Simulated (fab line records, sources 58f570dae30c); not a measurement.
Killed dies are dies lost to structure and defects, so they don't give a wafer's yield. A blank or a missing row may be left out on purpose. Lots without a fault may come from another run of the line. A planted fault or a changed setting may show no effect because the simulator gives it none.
fab line records | flow berkeley_cmos170
record lots=7 wafers=21 last_day=12
route steps=331 shown M2@278
lots that met no fault: from a run of the same line without faults
start_h: hours from the record's first day to the start of the lot's first wafer shown | wait_h: hours since the lot's step before | " the same as in the row above | L1.1+2: a row that stands for several wafers | - no value, or no start given | * or withheld: withheld | < > ~ a bound
route shown NAME@n: a module of which the file shows steps, and the number in the route of the first | usual: mean/standard deviation of fault-free wafers | same: alike in all rows | chamber/n: place in a boat | sites: the reading at each site | _std_site: their standard deviation | _edge_site: outer sites' mean less inner sites' | radius_mm: how far each site lies from the wafer's centre | mask NAME#n: copy n | behind: the tool/chamber that last shaped the wafer | hold: why the lot was held/for how many hours/how that ended | device: the transistor (n, p or np) that didn't switch | end of line: the same wafers' tests at the end of the route | a step without rows: its recipe alone | killed: dies lost to structure and defects at the first sort, not the wafer's yield | map: a wafer's dies, x killed, . not, _ none there
set.NAME: the setting as run; set.NAME@STEP: as run at that earlier step | model.NAME: the simulator's own value behind a step, which no gauge read
lots at some steps of the route; a table a step, a row a wafer
services: from which hour (start_h, from the record's first day; less than 0 if before it) a tool's chamber was out of use, for how many hours, and why
## steps
# step UCB170_M2_STRIP_07
# recipe chemistry=O2 power_w=400 pressure_mtorr=3500 platen_temp_c=withheld o2_flow_sccm=400 overash_fraction=0.5
# usual chamber_pressure_mTorr=3500/3.4 drypump_motor_current_A=5.8/0.42 oes_product_au=0.735/0.0044 strip_time_to_endpoint_s=21.97/0.072
# columns lot.wafer tool chamber start_h wait_h chamber_pressure_mTorr drypump_motor_current_A oes_product_au rf_hours_counter_h strip_time_to_endpoint_s
L267.3 plasma_asher-03 0 162.94 0.1 3501 6.0 0.738 - 22.05
L267.4 " 1 " " 3495 5.5 0.735 - 22.07
L267.5 " 1 " " 3501 5.5 0.733 - 22.02
L274.1 plasma_asher-03 0 206.11 0.1 3495 6.0 0.736 51 22.03
L274.4 " 0 " " 3500 6.0 0.737 - 21.88
L274.5 " 1 " " 3503 5.5 0.740 - 21.97
L276.2 plasma_asher-01 1 206.46 0.1 3498 5.5 0.730 52 21.95
L276.4 " 1 " " 3495 5.5 0.739 - 21.98
L276.5 " 1 " " 3495 5.5 0.746 - 21.92
L275.2 plasma_asher-03 1 206.58 0.1 3504 5.5 0.729 51 21.94
L275.4 " 0 " " 3497 6.0 0.735 - 21.94
L275.5 " 0 " " 3501 6.0 0.732 - 21.95
L286.1 plasma_asher-03 1 267.70 0.1 3503 5.5 0.735 59 21.91
L286.4 " 0 " " 3506 6.0 0.737 - 21.88
L286.5 " 0 " " 3498 6.0 0.732 - 21.91
L288.2 plasma_asher-02 0 267.90 0.1 3501 5.8 0.734 47 21.98
L288.5 " 1 " " 3497 6.5 0.733 - 21.98
L288.6 " 0 " " 3506 5.8 0.745 - 21.91
L287.1 plasma_asher-03 0 268.15 0.1 3504 6.0 0.733 59 21.90
L287.2 " 1 " " 3501 5.5 0.739 59 21.98
L287.6 " 0 " " 3506 6.0 0.737 - 21.92
# step UCB170_M2_STRIP_08
# recipe chemistry=DMSO temp_c=80 time_s=600 material=KrF
# step UCB170_M2_COAT_09
# recipe resist=BARC temp_c=withheld time_s=withheld spin_rpm=3000 resist_thk_nm=withheld
# step UCB170_M2_COAT_10
# recipe resist=KrF spin_rpm=1500 resist_thk_nm=900
# step UCB170_M2_SOFTBAKE_11
# recipe resist=KrF temp_c=130 time_s=60
# step UCB170_M2_EXPOSE_12
# recipe mask_id=METAL2 target_cd_nm=700 na=0.5 sigma_outer=0.6 source_shape=conventional dose_mj=26
# step UCB170_M2_PEB_13
# recipe peb_temp_c=130 peb_time_s=withheld resist=KrF
# usual plate_sensor_t_centre_C=131.41/0.01 plate_sensor_t_edge_C=131.53/0.0097
# columns lot.wafer tool chamber start_h wait_h plate_sensor_t_centre_C plate_sensor_t_edge_C
L267.3 litho_track-02 0 166.11 0.1 131.39 131.53
L267.4 " 0 " " 131.41 131.53
L267.5 " 0 " " 131.4 131.54
L274.1 litho_track-04 0 207.44 0.3 131.41 131.52
L274.4 " 0 " " 131.39 131.54
L274.5 " 0 " " 131.4 131.52
L276.2 litho_track-01 0 207.59 0.1 131.42 131.53
L276.4 " 0 " " 131.4 131.54
L276.5 " 0 " " 131.4 131.51
L275.2 litho_track-04 0 207.83 0.1 131.4 131.54
L275.4 " 0 " " 131.42 131.52
L275.5 " 0 " " 131.4 131.53
L286.1 litho_track-04 0 268.67 0.1 131.42 131.52
L286.4 " 0 " " 131.4 131.51
L286.5 " 0 " " 131.42 131.52
L288.2 litho_track-04 0 268.97 0.1 131.41 131.55
L288.5 " 0 " " 131.4 131.54
L288.6 " 0 " " 131.42 131.53
L287.1 litho_track-01 0 269.07 0.1 131.42 131.54
L287.2 " 0 " " 131.4 131.53
L287.6 " 0 " " 131.41 131.52
# step UCB170_M2_DEVELOP_14
# recipe developer=TMAH develop_time_s=45 resist=KrF dev_temp_c=21
# step UCB170_M2_CD_MEAS_15
# recipe target_cd_nm=700
# usual cd_nm=700.4/1.2
# columns lot.wafer tool chamber start_h wait_h cd_nm
L267.3 cd_sem-02 - 166.38 - 700.4
L267.4 " - " " 701.7
L267.5 " - " " 701.2
L274.1 cd_sem-01 - 207.71 - 701.2
L274.4 " - " " 702.0
L274.5 " - " " 701.1
L276.2 cd_sem-01 - 207.86 - 701.2
L276.4 " - " " 702.8
L276.5 " - " " 701.5
L275.2 cd_sem-01 - 208.10 - 698.0
L275.4 " - " " 700.8
L275.5 " - " " 699.1
L286.1 cd_sem-01 - 268.94 - 699.8
L286.4 " - " " 701.7
L286.5 " - " " 701.6
L288.2 cd_sem-01 - 269.24 - 701.2
L288.5 " - " " 700.8
L288.6 " - " " 700.6
L287.1 cd_sem-02 - 269.34 - 701.3
L287.2 " - " " 701.2
L287.6 " - " " 700.2
# step UCB170_M2_OVL_MEAS_16
# usual M2_OVL=-2/5.7
# columns lot.wafer tool chamber start_h wait_h M2_OVL[nm]
L267.3 overlay-01 - 166.47 0.1 3
L267.4 " - " " -5
L267.5 " - " " 1
L274.1 overlay-02 - 207.83 0.1 1
L274.4 " - " " -6
L274.5 " - " " 0
L276.2 overlay-01 - 207.96 0.1 -2
L276.4 " - " " 8
L276.5 " - " " -4
L275.2 overlay-02 - 208.21 0.1 1
L275.4 " - " " -2
L275.5 " - " " -4
L286.1 overlay-02 - 269.06 0.1 -6
L286.4 " - " " -1
L286.5 " - " " -14
L288.2 overlay-02 - 269.34 0.1 1
L288.5 " - " " -13
L288.6 " - " " -10
L287.1 overlay-01 - 269.46 0.1 -4
L287.2 " - " " -8
L287.6 " - " " -6
# step UCB170_M2_ETCH_17
# recipe chemistry=N2/H2 target_depth_a=withheld overetch_a=withheld target=BARC time_s=withheld source_w=500 bias_w=100 pressure_mtorr=30 n2_flow_sccm=100 h2_flow_sccm=200
# usual drypump_motor_current_A=5.6/0.49 oes_product_au=0.994/0.017 throttle_valve_pct=13.38/0.24
# columns lot.wafer tool chamber start_h wait_h drypump_motor_current_A oes_product_au throttle_valve_pct
L267.3 rie_diel-03 3 166.50 0.0 5.6 1.013 12.98
L267.4 " 2 " " 5.7 0.995 13.47
L267.5 " 1 " " 6.0 0.968 13.06
L274.1 rie_diel-03 2 207.87 0.0 5.7 1.003 13.48
L274.4 " 1 " " 5.9 0.967 13.06
L274.5 " 3 " " 5.6 1.022 12.97
L276.2 rie_diel-04 2 207.99 0.0 6.4 1.011 13.75
L276.4 " 2 " " 6.4 1.007 13.75
L276.5 " 3 " " 4.9 0.979 13.37
L275.2 rie_diel-01 1 208.24 0.0 4.8 0.979 13.57
L275.4 " 3 " " 6.0 1.028 13.35
L275.5 " 2 " " 5.1 0.992 13.49
L286.1 rie_diel-01 2 269.10 0.0 5.1 0.994 13.51
L286.4 " 0 " " 5.2 1.007 13.50
L286.5 " 1 " " 4.9 0.967 13.58
L288.2 rie_diel-03 1 269.37 0.0 5.9 0.973 13.07
L288.5 " 0 " " 6.1 0.981 13.25
L288.6 " 3 " " 5.5 1.015 13.00
L287.1 rie_diel-01 0 269.50 0.0 5.2 1.017 13.50
L287.2 " 1 " " 4.9 0.977 13.58
L287.6 " 2 " " 5.1 0.991 13.50
# step UCB170_M2_METAL_ETCH_18
# recipe chemistry=Cl2/BCl3 target=Al stop_on=SiO2 pressure_mtorr=12 target_depth_a=11700 over_etch_frac=0.3 time_s=195 icp_w=600 bias_w=120 Cl2_flow_sccm=90 bcl3_flow_sccm=45
# usual bcl3_flow_sccm=44.99/0.12 drypump_motor_current_A=5.9/0.47 oes_product_au=0.860/0.015 throttle_valve_pct=24.36/0.21
# columns lot.wafer tool chamber start_h wait_h bcl3_flow_sccm drypump_motor_current_A oes_product_au rf_hours_counter_h throttle_valve_pct
L267.3 rie_metal-03 0 166.60 - 44.95 6.3 0.866 - 24.32
L267.4 " 1 " " 45.04 6.1 0.858 - 24.59
L267.5 " 1 " " 45.25 6.1 0.857 - 24.58
L274.1 rie_metal-03 1 207.91 - 45.08 6.1 0.863 15 24.60
L274.4 " 1 " " 44.73 6.1 0.864 - 24.59
L274.5 " 1 " " 45.17 6.1 0.856 - 24.60
L276.2 rie_metal-02 1 208.04 - 45.14 5.2 0.854 7 24.14
L276.4 " 0 " " 45.31 5.7 0.885 - 24.53
L276.5 " 1 " " 45.07 5.2 0.849 - 24.14
L275.2 rie_metal-01 1 208.28 - 45.02 6.5 0.873 5 24.04
L275.4 " 1 " " 45.05 6.5 0.874 - 24.04
L275.5 " 1 " " 45.21 6.5 0.878 - 24.05
L286.1 rie_metal-03 1 269.14 - 45.05 6.1 0.845 17 24.62
L286.4 " 0 " " 44.94 6.3 0.849 - 24.32
L286.5 " 1 " " 45.15 6.1 0.857 - 24.58
L288.2 rie_metal-01 1 269.42 - 44.81 6.5 0.861 7 24.06
L288.5 " 1 " " 44.79 6.5 0.858 - 24.05
L288.6 " 0 " " 44.99 6.3 0.839 - 24.51
L287.1 rie_metal-03 0 269.54 - 45.04 6.3 0.847 2 24.31
L287.2 " 1 " " 45.04 6.1 0.855 18 24.61
L287.6 " 1 " " 45.26 6.1 0.856 - 24.58
# step UCB170_M2_STRIP_19
# recipe chemistry=O2 power_w=400 pressure_mtorr=3500 platen_temp_c=withheld o2_flow_sccm=400 overash_fraction=0.5
# usual chamber_pressure_mTorr=3500/3.4 drypump_motor_current_A=5.8/0.42 oes_product_au=0.538/0.015
# columns lot.wafer tool chamber start_h wait_h chamber_pressure_mTorr drypump_motor_current_A oes_product_au rf_hours_counter_h model.KrF_of_M2_COAT_10.thk_nm
L267.3 plasma_asher-02 1 166.76 0.1 3496 6.6 0.530 - 0
L267.4 " 0 " " 3499 5.8 0.539 - 0
L267.5 " 0 " " 3501 5.8 0.539 - 0
L276.2 plasma_asher-03 0 208.22 0.1 - - - - 221.4
L276.4 " 1 " " - - - - 210.8
L276.5 " 1 " " - - - - 219.5
L274.1 plasma_asher-01 1 208.29 0.3 - - - - 212.2
L274.4 " 0 " " - - - - 216.2
L274.5 " 0 " " - - - - 211.6
L275.2 plasma_asher-02 0 208.47 0.1 - - - - 184.4
L275.4 " 0 " " - - - - 189.8
L275.5 " 1 " " - - - - 193.5
L286.1 plasma_asher-02 1 269.33 0.1 3497 6.5 0.538 48 0
L286.4 " 1 " " 3501 6.5 0.527 - 0
L286.5 " 1 " " 3499 6.6 0.536 - 0
L288.2 plasma_asher-02 1 269.60 0.1 3496 6.5 0.517 48 0
L288.5 " 1 " " 3498 6.5 0.517 - 0
L288.6 " 0 " " 3493 5.8 0.526 - 0
L287.1 plasma_asher-03 1 269.73 0.1 3491 5.5 0.528 59 0
L287.2 " 0 " " 3503 6.0 0.541 59 0
L287.6 " 1 " " 3498 5.5 0.543 - 0
# step UCB170_M2_CD_MEAS_90
# recipe target_cd_nm=700
# usual cd_nm=700.9/2.1
# columns lot.wafer tool chamber start_h wait_h cd_nm
L267.3 cd_sem-02 - 167.07 0.3 699.3
L267.4 " - " " 702.1
L267.5 " - " " 703.3
L276.2 cd_sem-01 - 208.34 0.1 702.0
L276.4 " - " " 701.9
L276.5 " - " " 700.6
L274.1 cd_sem-01 - 208.44 0.1 702.2
L274.4 " - " " 702.8
L274.5 " - " " 702.7
L275.2 cd_sem-02 - 208.59 0.1 699.4
L275.4 " - " " 702.3
L275.5 " - " " 701.7
L286.1 cd_sem-01 - 269.43 0.1 701.1
L286.4 " - " " 699.8
L286.5 " - " " 701.1
L288.2 cd_sem-01 - 269.72 0.1 700.6
L288.5 " - " " 700.0
L288.6 " - " " 699.5
L287.1 cd_sem-02 - 269.83 0.1 701.7
L287.2 " - " " 701.8
L287.6 " - " " 701.3
## services
# columns tool chamber start_h hours kind
rie_diel-03 2 140.15 7.9 repair
rie_metal-01 - 152.03 0.9 repair
rie_metal-01 0 154.94 - clean
rie_metal-01 0 154.94 23.6 scheduled_down
rie_metal-01 0 154.94 23.6 vent_cycle
rie_diel-01 0 172.37 - clean
rie_diel-01 0 172.37 18.6 scheduled_down
rie_diel-01 0 172.37 18.6 vent_cycle
rie_metal-03 0 184.19 - clean
rie_metal-03 0 184.19 32.0 scheduled_down
rie_metal-03 0 184.19 32.0 vent_cycle
rie_metal-01 - 200.46 0.5 repair
rie_diel-03 2 201.84 4.0 repair
rie_diel-01 - 202.67 2.8 pm
rie_diel-04 1 203.93 10.9 repair
rie_diel-03 0 205.88 - clean
rie_diel-03 0 205.88 28.8 scheduled_down
rie_diel-03 0 205.88 28.8 vent_cycle
plasma_asher-02 - 206.09 1.5 repair
rie_metal-02 0 216.42 4.2 repair
plasma_asher-02 - 242.49 5.4 repair
plasma_asher-01 - 248.32 14.6 pm
rie_diel-01 3 250.51 - clean
rie_diel-04 0 251.48 1.7 repair
## key
first_sign step=UCB170_M2_STRIP_19 reading=tool_record direction=missing
effect none on later readings
model_effect step=UCB170_M2_STRIP_19 value=KrF_of_M2_COAT_10.thk_nm without=0 struck=206.6
met_at UCB170_M2_STRIP_19
struck_wafers L274.1,L274.4,L274.5,L275.2,L275.4,L275.5,L276.2,L276.4,L276.5
later_rows_left_out L274.1,L274.4,L274.5,L275.2,L275.4,L275.5,L276.2,L276.4,L276.5
sort_left_out L274.1,L274.4,L274.5,L275.2,L275.4,L275.5,L276.2,L276.4,L276.5
onset_between 166.76 208.22
fault kind=skipped_step_whole tool=plasma_asher-01,plasma_asher-02,plasma_asher-03 chamber=- onset_h=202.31 steps=UCB170_M2_STRIP_19 scope=struck_lots_only
# sort_left_out: the simulated sort isn't trusted on such a fault, so these wafers' sort isn't shown, and their yield isn't known
# later_rows_left_out: the simulator's readings of these wafers behind a module that went badly wrong aren't trusted and aren't shown, but for the sort
